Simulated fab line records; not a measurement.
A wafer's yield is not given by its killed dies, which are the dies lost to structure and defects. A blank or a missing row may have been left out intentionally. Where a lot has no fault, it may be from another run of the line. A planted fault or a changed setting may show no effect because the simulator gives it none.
Split-lot study	flow berkeley cmos170	23 wafers read across 5 lots, on a route 331 steps long

== SPLIT DETAILS ==
At UCB170_GATE_COAT_07 (resist thk 900 nm), the setting resist thk nm was moved away from the recipe's 900 nm on 7 of the 23 wafers read, by -4.4% to -3.7%. All remaining wafers had this setting at the recipe value.

== FROM THE SPLIT TO THE READING: what the file shows between them, 4 steps ==
- UCB170_GATE_PEB_10 (also split here: peb temp c)
- UCB170_GATE_DEVELOP_11: develop time 45 s
- UCB170_GATE_CD_MEAS_12: target cd 350 nm
- UCB170_GATE_ETCH_14: etches BARC in N2/H2

== THE READING ==
KrF_of_GATE_COAT_07.thk nm (the simulator's own value, which no gauge read), in nm, at UCB170_GATE_ETCH_15 (etches poly-Si in HBr/Cl2, stops on SiO2, time 56.3 s, target depth 278.2 nm). The file does not state a usual value for it. Across the 16 wafers here that went through the recipe, the average is 776.8 nm and the standard deviation 2.5 nm.

wafer	tool, chamber at the split	resist thk nm as run, nm	against the recipe	KrF_of_GATE_COAT_07.thk nm, nm	against lot-mates on the recipe
L076.1	litho track-03, 0	900	recipe	774.1	-
L076.2	litho track-03, 0	900	recipe	773.6	-
L076.3	litho track-03, 0	900	recipe	775.1	-
L076.5	litho track-03, 0	866.6	-3.7%	745.2	-29.1
L076.6	litho track-03, 0	866.6	-3.7%	739.8	-34.5
L075.1	litho track-02, 0	900	recipe	775.6	-
L075.2	litho track-02, 0	860.8	-4.4%	738.2	-37.7
L075.4	litho track-02, 0	860.8	-4.4%	739.1	-36.8
L075.5	litho track-02, 0	900	recipe	776.2	-
L075.6	litho track-02, 0	860.8	-4.4%	737.3	-38.6
L077.1	litho track-02, 0	900	recipe	778.2	-
L077.3	litho track-02, 0	861.6	-4.3%	743.5	-36.1
L077.4	litho track-02, 0	900	recipe	780	-
L077.5	litho track-02, 0	900	recipe	780.5	-
L077.6	litho track-02, 0	861.6	-4.3%	744.1	-35.5
L079.1	litho track-03, 0	900	recipe	772.2	-
L079.3	litho track-03, 0	900	recipe	777.2	-
L079.4	litho track-03, 0	900	recipe	779.9	-
L079.5	litho track-03, 0	900	recipe	779.1	-
L079.6	litho track-03, 0	900	recipe	776	-
L078.1	litho track-01, 0	900	recipe	779.2	-
L078.2	litho track-01, 0	900	recipe	777.2	-
L078.6	litho track-01, 0	900	recipe	774.1	-

FIT RESULTS
A straight line over all 23 wafers: KrF_of_GATE_COAT_07.thk nm changes by +8.59 nm for each +1% of resist thk nm; r = +0.99; the points scatter about the line by 2.7 nm.
The same after taking each lot's own level away (the mean of its wafers on the recipe; 23 wafers): +8.55 nm for each +1%; r = +0.99; scatter 1.9 nm.
Per that fit: largest resist thk nm move, reading shift of 37 nm.
The lots' own levels span 774.27 to 779.57 nm, that is 2.1 times the standard deviation above.
Consequently the slope shifts little with the lot-to-lot level, the two slopes agreeing.
Check: with one of the wafers moved furthest among these (-4.4%) left out of the fit, the line predicts -37.2 nm for it against its lot-mates. Against them it came out at -37.7 nm.

== OTHER SPLITS APPLIED TO THESE WAFERS ==
These wafers also went through other splits before the reading. Each is held against what the fit with the lots' levels taken away leaves over:
other split on the same wafers	wafers away from the commonest value	r with KrF_of_GATE_COAT_07.thk nm (lot level and that fit taken away)
UCB170_NWELL_COAT_07 spin rpm	6	-0.27
UCB170_ACTIVE_PEB_11 peb temp c	7	+0.09
UCB170_ACTIVE_STRIP_16 power w	8	+0.24
UCB170_NVT_IMPLANT_07 energy kev	9	+0.07
UCB170_GATE_PEB_10 peb temp c	8	+0.05

== THE WHOLE CHAIN: every reading that the file lists as answering this split, in the file's order ==
step	what it does	reading	change (the file's fit)	r (the file's)
UCB170_GATE_COAT_07	resist thk 900 nm	KrF_of_GATE_COAT_07.thk nm (the simulator's own value, which no gauge read)	+8.68 nm for each +1% of the setting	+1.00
UCB170_GATE_ETCH_15	etches poly-Si in HBr/Cl2, stops on SiO2, time 56.3 s, target depth 278.2 nm	KrF_of_GATE_COAT_07.thk nm (the simulator's own value, which no gauge read)	+8.52 nm for each +1% of the setting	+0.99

== FILE'S OWN FIT ==
KrF_of_GATE_COAT_07.thk nm changes by +8.52 nm for each +1% of resist thk nm, r = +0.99.
